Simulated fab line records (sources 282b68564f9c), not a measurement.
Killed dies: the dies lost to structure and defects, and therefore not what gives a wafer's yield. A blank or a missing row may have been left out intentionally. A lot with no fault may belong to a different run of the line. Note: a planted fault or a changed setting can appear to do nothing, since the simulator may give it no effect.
8D (eight disciplines) problem report, filled in by code + flow ritCmos + the parts of the form that need people (team, actions taken, sign-off) are left out

1. THE PROBLEM
runLengthS at RIT_PSD_STRIP_09 reads a mean of 117.3 s on 3 wafers of 1 lot; wafers without a fault read 208.3 s with a standard deviation of 0.47. That is -99 or more standard deviations from the usual mean.
The step: strips in O2, time 180 s.
First observed at day 7 04:34: wafer L156.1, on plasmaAsher-01. At this step, 39 wafers from 13 lots have a number in the record. Rule for "out" (also "out of limits"): further than 4 standard deviations from the usual mean. The rest of the wafers with a number are treated as sound.

2. WHAT IT IS AND WHAT IT IS NOT
| question                    | is                     | is not                                                                 |
|-----------------------------|------------------------|------------------------------------------------------------------------|
| which readings at this step | runLengthS             | drypumpMotorCurrentA, rfReflPowerW                                     |
| which lots                  | L156                   | L136, L137, L139, L140, L142, L143, L144, L145, L146, L148, L154, L155 |
| which wafers of those lots  | all that have a number | -                                                                      |
| read on which tools         | plasmaAsher-01         | plasmaAsher-02, plasmaAsher-04                                         |
| when                        | from day 7 04:34       | up to then (36 sound wafers)                                           |

3. THE SUSPECTS, EACH WITH WHAT RULES IT OUT
Counting: a tool at a process step up to the reading stays a suspect if it ran every lot that is out and no sound lot after the first of them.
- plasmaAsher-01 at RIT_PSD_STRIP_09 (strips in O2, time 180 s): kept. It ran the lot that is out, L156 (day 7 04:34), and no sound lot after that; its last sound lot up to then is L154 (day 6 18:46). Its own readings are out on those wafers: runLengthS.
After counting, what remains is plasmaAsher-01 at RIT_PSD_STRIP_09.

4. THE CAUSE (what the simulator had put in)
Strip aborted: plasmaAsher-01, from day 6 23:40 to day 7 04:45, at RIT_PSD_STRIP_09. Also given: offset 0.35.
Counting left only this tool.

5. THE CHAIN OF EFFECTS, in route order
One row per reading whose mean, taken over the struck wafers that have a number, lies over 3 standard deviations from the usual. Only readings for which the record gives a usual standard deviation are gone through. hours: the time from each lot's start at the first step in this table that gives one to its start at this step, as a median over the lots. sigmas: the change in usual standard deviations.
| hours | step             | reading    | usual   | on struck wafers | change | sigmas      |
|-------|------------------|------------|---------|------------------|--------|-------------|
| 0     | RIT_PSD_STRIP_09 | runLengthS | 208.3 s | 117.3            | -91.0  | -99 or more |
Its process steps:
- RIT_PSD_STRIP_09: strips in O2, time 180 s.

6. WHAT WOULD HAVE CAUGHT IT SOONER
The fault began at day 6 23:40; the first out-of-limits reading in this record came at day 7 04:34, 5 hours later.
